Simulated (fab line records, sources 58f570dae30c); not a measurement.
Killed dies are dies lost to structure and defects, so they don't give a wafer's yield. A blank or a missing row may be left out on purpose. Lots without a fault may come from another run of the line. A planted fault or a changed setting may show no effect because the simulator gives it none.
Which tool did it? | flow berkeley_cmos170 | 15 lots, 45 wafers sampled, at 7 steps of a route of 331

WHAT THE GAUGES READ, wafer by wafer
UCB170_PWELL_THK_MEAS_06. Usual: PWELL_NITRIDE_THK 220.6 nm, standard deviation 2.1.
lot  | measured    | on            | PWELL_NITRIDE_THK (nm) | flag
L430 | day 3 12:46 | film_metro-04 | 222.2 221.5 223.4      |
L431 | day 3 20:19 | film_metro-04 | 220.0 218.6 218.3      |
L432 | day 3 22:29 | film_metro-03 | 218.9 220.0 220.4      |
L433 | day 3 22:29 | film_metro-04 | 221.0 219.0 220.0      |
L434 | day 4 13:49 | film_metro-04 | 220.3 220.7 223.1      |
L435 | day 4 16:41 | film_metro-04 | 219.4 219.4 220.4      |
L436 | day 4 16:41 | film_metro-02 | 218.7 216.4 215.2      |
L438 | day 5 00:11 | film_metro-03 | 224.0 222.3 221.1      |
L439 | day 5 00:11 | film_metro-02 | 220.0 218.3 220.6      |
L437 | day 5 00:13 | film_metro-04 | 223.7 221.8 221.6      |
L440 | day 5 00:17 | film_metro-04 | 223.3 224.5 220.4      |
L441 | day 5 10:17 | film_metro-03 | 218.7 219.6 218.3      |
L453 | day 7 22:38 | film_metro-02 | 223.2 225.0 224.2      |
L451 | day 7 22:41 | film_metro-03 | 220.4 221.7 221.1      |
L452 | day 7 22:42 | film_metro-04 | 221.2 220.0 220.6      |

UCB170_ACTIVE_THK_MEAS_03. Usual: ACTIVE_OXIDE_THK 26.4 nm, standard deviation 0.51.
lot  | measured    | on            | ACTIVE_OXIDE_THK (nm) | flag
L430 | day 4 23:39 | film_metro-01 | 26.1 26.7 26.5        |
L431 | day 4 23:38 | film_metro-04 | 26.7 26.5 26.5        |
L432 | day 4 23:41 | film_metro-01 | 27.0 27.1 26.9        |
L433 | day 4 23:38 | film_metro-03 | 26.3 26.6 26.9        |
L434 | day 5 10:25 | film_metro-04 | 27.6 27.3 27.1        |
L435 | day 5 10:24 | film_metro-01 | 26.9 27.6 27.4        |
L436 | day 5 10:24 | film_metro-03 | 26.7 27.1 27.1        |
L438 | day 5 23:18 | film_metro-01 | 26.6 26.5 26.2        |
L439 | day 6 10:22 | film_metro-03 | 25.8 26.3 25.6        |
L437 | day 5 23:19 | film_metro-03 | 26.0 26.3 26.3        |
L440 | day 6 10:24 | film_metro-01 | 26.5 26.5 27.0        |
L441 | day 6 15:47 | film_metro-01 | 26.0 26.3 25.9        |
L453 | day 8 22:08 | film_metro-04 | 26.3 25.7 26.5        |
L451 | day 8 22:05 | film_metro-01 | 26.1 26.0 25.7        |
L452 | day 8 22:10 | film_metro-01 | 25.7 25.6 25.3        |

UCB170_FIELD_THK_MEAS_02. Usual: FIELD_OXIDE_THK 558 nm, standard deviation 11.
lot  | measured    | on            | FIELD_OXIDE_THK (nm) | flag
L430 | day 5 21:59 | film_metro-02 | 566 558 568          |
L431 | day 5 21:58 | film_metro-04 | 562 562 561          |
L432 | day 5 22:01 | film_metro-02 | 543 554 555          |
L433 | day 5 21:58 | film_metro-03 | 547 543 551          |
L434 | day 6 10:17 | film_metro-02 | 535 531 524          |
L435 | day 6 04:26 | film_metro-04 | 551 556 546          |
L436 | day 6 04:26 | film_metro-03 | 552 568 566          |
L438 | day 6 20:18 | film_metro-03 | 581 575 568          |
L439 | day 7 04:52 | film_metro-02 | 461 451 461          | OFF
L437 | day 6 20:19 | film_metro-02 | 568 564 554          |
L440 | day 7 04:50 | film_metro-04 | 473 475 479          | OFF
L441 | day 7 04:53 | film_metro-03 | 466 470 466          | OFF
L453 | day 9 15:43 | film_metro-02 | 551 566 553          |
L451 | day 9 15:43 | film_metro-04 | 570 565 569          |
L452 | day 9 15:47 | film_metro-04 | 576 575 560          |

UCB170_FIELD_THK_MEAS_90. Usual: FIELD_OXIDE_LEFT_1_THK 442 nm, standard deviation 11.
lot  | measured    | on            | FIELD_OXIDE_LEFT_1_THK (nm) | flag
L430 | day 6 07:04 | film_metro-02 | 450 443 453                 |
L431 | day 6 07:02 | film_metro-03 | 446 446 445                 |
L432 | day 6 07:06 | film_metro-03 | 426 438 438                 |
L433 | day 6 07:06 | film_metro-02 | 432 429 436                 |
L434 | day 6 19:56 | film_metro-02 | 418 414 407                 |
L435 | day 6 13:40 | film_metro-03 | 435 440 429                 |
L436 | day 6 13:40 | film_metro-04 | 435 451 449                 |
L438 | day 7 05:44 | film_metro-04 | 464 457 451                 |
L439 | day 7 12:47 | film_metro-02 | 343 334 344                 | OFF
L437 | day 7 05:46 | film_metro-02 | 451 447 438                 |
L440 | day 7 12:49 | film_metro-03 | 357 359 362                 | OFF
L441 | day 7 12:49 | film_metro-04 | 350 354 351                 | OFF
L453 | day 9 23:41 | film_metro-04 | 434 449 436                 |
L451 | day 9 23:45 | film_metro-04 | 453 449 453                 |
L452 | day 9 23:42 | film_metro-02 | 461 459 444                 |

UCB170_FIELD_THK_MEAS_91. Usual: FIELD_OXIDE_LEFT_2_THK 353 nm, standard deviation 11.
lot  | measured     | on            | FIELD_OXIDE_LEFT_2_THK (nm) | flag
L430 | day 7 04:50  | film_metro-02 | 361 353 364                 |
L431 | day 7 06:59  | film_metro-02 | 357 357 357                 |
L432 | day 7 06:44  | film_metro-04 | 338 349 350                 |
L433 | day 7 04:49  | film_metro-03 | 343 340 347                 |
L434 | day 7 15:59  | film_metro-02 | 331 327 320                 |
L435 | day 7 11:06  | film_metro-02 | 347 353 342                 |
L436 | day 7 11:10  | film_metro-03 | 346 362 361                 |
L438 | day 8 00:19  | film_metro-04 | 376 369 363                 |
L439 | day 8 10:26  | film_metro-04 | 255 245 256                 | OFF
L437 | day 8 00:56  | film_metro-02 | 363 359 350                 |
L440 | day 8 11:32  | film_metro-02 | 270 271 275                 | OFF
L441 | day 8 10:32  | film_metro-02 | 262 266 263                 | OFF
L453 | day 10 23:06 | film_metro-04 | 346 360 348                 |
L451 | day 10 23:22 | film_metro-04 | 365 361 365                 |
L452 | day 10 22:59 | film_metro-03 | 373 372 356                 |

WHICH TOOL RAN EACH LOT (tool, then ch and the chambers of the sampled wafers, then the start)
lot  | UCB170_PWELL_ETCH_14              | UCB170_FIELD_OXIDATION_01
L430 | rie_diel-01 ch 0,3, day 3 13:59   | furnace-01 ch 0, day 5 18:57
L431 | rie_diel-01 ch 2,3, day 3 21:19   | furnace-01 ch 0, day 5 18:57
L432 | rie_diel-01 ch 1,2,3, day 4 00:04 | furnace-01 ch 0, day 5 18:57
L433 | rie_diel-03 ch 0,3, day 3 23:54   | furnace-01 ch 0, day 5 18:57
L434 | rie_diel-04 ch 0,1, day 4 14:45   | furnace-02 ch 0, day 6 07:16
L435 | rie_diel-03 ch 0,1,2, day 4 17:45 | furnace-02 ch 0, day 6 01:26
L436 | rie_diel-01 ch 1,3, day 4 18:01   | furnace-02 ch 0, day 6 01:26
L438 | rie_diel-03 ch 0,2,3, day 5 01:47 | furnace-04 ch 0, day 6 17:18
L439 | rie_diel-04 ch 1,3, day 5 02:04   | furnace-04 ch 0, day 7 01:48
L437 | rie_diel-04 ch 2,3, day 5 01:31   | furnace-04 ch 0, day 6 17:18
L440 | rie_diel-03 ch 2,3, day 5 02:46   | furnace-04 ch 0, day 7 01:48
L441 | rie_diel-01 ch 1,2,3, day 5 13:35 | furnace-04 ch 0, day 7 01:48
L453 | rie_diel-01 ch 0,2, day 8 00:13   | furnace-02 ch 0, day 9 12:42
L451 | rie_diel-03 ch 0,3, day 8 00:20   | furnace-02 ch 0, day 9 12:42
L452 | rie_diel-01 ch 0,2,3, day 8 00:29 | furnace-02 ch 0, day 9 12:42
- UCB170_PWELL_ETCH_14: etches Si3N4 in CH3F/Ar/O2, stops on SiO2, target depth 242 nm, time 151 s.
- UCB170_FIELD_OXIDATION_01: target thk 558.3 nm, ox time 7200 s.

WHAT THE TOOLS THEMSELVES READ (means of the sampled wafers that have a number; where no wafer has one, the mark that the record gives instead)
UCB170_PWELL_ETCH_14. Usual: CH3F_flow_sccm 20.00 sccm, standard deviation 0.062; drypump_motor_current_A 5.9 A, standard deviation 0.43; oes_product_au 0.948 a.u., standard deviation 0.012; throttle_valve_pct 8.03 %, standard deviation 0.14.
lot  | tool        | CH3F_flow_sccm (sccm) | drypump_motor_current_A (A) | oes_product_au (a.u.) | throttle_valve_pct (%) | flag
L430 | rie_diel-01 | 20.02                 | 5.7                         | 0.950                 | 7.95                   |
L431 | rie_diel-01 | 19.96                 | 6.4                         | 0.955                 | 8.05                   |
L432 | rie_diel-01 | 19.94                 | 6.0                         | 0.953                 | 8.08                   |
L433 | rie_diel-03 | 20.05                 | 5.9                         | 0.950                 | 7.97                   |
L434 | rie_diel-04 | 19.98                 | 6.2                         | 0.927                 | 8.20                   |
L435 | rie_diel-03 | 19.97                 | 6.0                         | 0.954                 | 8.07                   |
L436 | rie_diel-01 | 20.00                 | 6.0                         | 0.941                 | 8.15                   |
L438 | rie_diel-03 | 19.96                 | 5.9                         | 0.958                 | 8.07                   |
L439 | rie_diel-04 | 19.96                 | 6.2                         | 0.926                 | 8.06                   |
L437 | rie_diel-04 | 20.04                 | 5.3                         | 0.948                 | 7.83                   |
L440 | rie_diel-03 | 20.02                 | 5.8                         | 0.954                 | 8.12                   |
L441 | rie_diel-01 | 20.03                 | 6.0                         | 0.949                 | 8.09                   |
L453 | rie_diel-01 | 20.13                 | 5.7                         | 0.959                 | 7.88                   |
L451 | rie_diel-03 | 19.97                 | 5.9                         | 0.951                 | 7.97                   |
L452 | rie_diel-01 | 20.02                 | 6.0                         | 0.956                 | 8.00                   |

UCB170_FIELD_OXIDATION_01. Usual: spike_tc_centre_C 1001.9 C, standard deviation 1; spike_tc_load_C 1026.9 C, standard deviation 1.1; spike_tc_source_C 1024.9 C, standard deviation 2.5; tube_center_temp_C 999.99 C, standard deviation 0.091; tube_center_temp_C_max 1002.7, standard deviation 0.49.
lot  | tool       | spike_tc_centre_C (C) | spike_tc_load_C (C) | spike_tc_source_C (C) | tube_center_temp_C (C) | tube_center_temp_C_max | flag
L430 | furnace-01 | 1001.6                | 1026.3              | 1026.4                | 1000.00                | 1003.1                 |
L431 | furnace-01 | 1000.5                | 1026.4              | 1027.1                | 999.98                 | 1003.0                 |
L432 | furnace-01 | 1001.6                | 1025.3              | 1026.0                | 999.96                 | 1002.8                 |
L433 | furnace-01 | 1001.4                | 1025.7              | 1026.3                | 999.92                 | 1002.6                 |
L434 | furnace-02 | 1002.1                | 1026.8              | 1020.7                | 999.89                 | 1002.2                 |
L435 | furnace-02 | 1003.2                | 1026.4              | 1021.7                | 1000.03                | 1002.7                 |
L436 | furnace-02 | 1002.6                | 1026.3              | 1021.6                | 1000.03                | 1002.8                 |
L438 | furnace-04 | 1002.4                | 1027.6              | 1026.0                | 999.88                 | 1002.5                 |
L439 | furnace-04 | 976.9                 | 1001.2              | 1001.2                | 974.93                 | 977.4                  | OFF
L437 | furnace-04 | 1001.4                | 1027.3              | 1026.0                | 999.95                 | 1002.2                 |
L440 | furnace-04 | 976.0                 | 1001.4              | 1000.7                | 974.97                 | 977.3                  | OFF
L441 | furnace-04 | 977.4                 | 1002.0              | 1000.1                | 975.08                 | 978.2                  | OFF
L453 | furnace-02 | 1002.5                | 1026.9              | 1020.1                | 1000.00                | 1002.5                 |
L451 | furnace-02 | 1002.1                | 1027.4              | 1020.7                | 1000.00                | 1002.6                 |
L452 | furnace-02 | 1002.8                | 1025.7              | 1021.2                | 999.94                 | 1003.0                 |

THE ANSWER, worked out from the rows above alone
Rule: a lot is off if the mean of its wafers that have a number lies more than 3 standard deviations from the usual mean. A lot without any number at a reading at which 4 lots or more have one is off too. The other lots that the step has rows for count as sound. The gauges are gone through in route order, then the tools' own readings, and for those a lot's mean is taken as printed above. The first step at which some lot is off is used, and at that step the reading that is off furthest; a lot without a number counts as furthest.
Off: L439, L440, L441, at UCB170_FIELD_THK_MEAS_02 (FIELD_OXIDE_THK).
A tool fits if, at a process step before that reading, it ran every lot that is off, and no sound lot after the first of them. The gauges at UCB170_FIELD_THK_MEAS_02 aren't tried: what is off there is off at UCB170_FIELD_OXIDATION_01 too, on other tools, and a gauge's error can't cause that. One fits: furnace-04 at UCB170_FIELD_OXIDATION_01. Its last sound lot is L437 (day 6 17:18), its first lot that is off L439 (day 7 01:48): a fault that began between those two fits.
The tool's own readings at UCB170_FIELD_OXIDATION_01 bear it out: on the lots that are off they differ by more than 5 times the standard deviation of the sound lots' means. spike_tc_centre_C reads 976.8 C there against 1002.0 C on the sound lots; spike_tc_load_C reads 1001.5 C there against 1026.5 C on the sound lots; spike_tc_source_C reads 1000.7 C there against 1023.6 C on the sound lots; tube_center_temp_C reads 974.99 C there against 999.97 C on the sound lots; tube_center_temp_C_max reads 977.6 there against 1002.7 on the sound lots.

WHAT THE SIMULATOR HAD PUT IN
Process parameter drift: furnace-04, from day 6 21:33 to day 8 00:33, at UCB170_FIELD_OXIDATION_01. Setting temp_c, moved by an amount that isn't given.
Lots struck among those shown: L439, L440, L441. The rule above found the same.
